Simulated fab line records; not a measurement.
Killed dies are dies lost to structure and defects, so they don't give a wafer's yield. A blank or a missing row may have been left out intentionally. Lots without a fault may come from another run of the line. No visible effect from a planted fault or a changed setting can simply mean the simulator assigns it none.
Which tool is to blame?    flow berkeley cmos170    7 lots (21 wafers sampled), 1 step of a 331-step route

## WHAT EACH GAUGE READ, for each wafer
UCB170_PWELL_OVL_MEAS_13.
lot   measured     on          PWELL_OVL (nm)
L912  day 3 16:06  overlay-02  -5 -3 -8
L914  day 4 06:58  overlay-01  8 4 -4
L916  day 4 13:16  overlay-01  5 -1 -10
L920  day 5 03:48  overlay-02  3 2 -7
L922  day 6 00:22  overlay-02  0 7 -7
L925  day 6 17:39  overlay-02  -3 1 2
L933  day 8 06:27  overlay-02  7 -7 -2

## WHICH TOOL RAN EACH LOT (tool, then ch and the chambers of the sampled wafers, then the start)
There is no process step in the record ahead of these readings.

## THE ANSWER, worked out from the rows above alone
Rule: what is usual is taken from the lots themselves. The widest of any qualifying gaps counts: lots, ordered by their means at a reading, are off when they make up no more than a third of the lots, leave a main group of 4 or more, and stand apart from it by 3 or more times the standard deviation of that group's means. A main group whose means are all the same, to the digits that the tables above print for the reading, isn't used. A lot without any number at a reading at which 4 lots or more have one is off too. Where the step has rows for the other lots, those lots are counted as sound.
None of the lots is off at any reading shown; this tells nothing.

## WHAT THE SIMULATOR PUT IN
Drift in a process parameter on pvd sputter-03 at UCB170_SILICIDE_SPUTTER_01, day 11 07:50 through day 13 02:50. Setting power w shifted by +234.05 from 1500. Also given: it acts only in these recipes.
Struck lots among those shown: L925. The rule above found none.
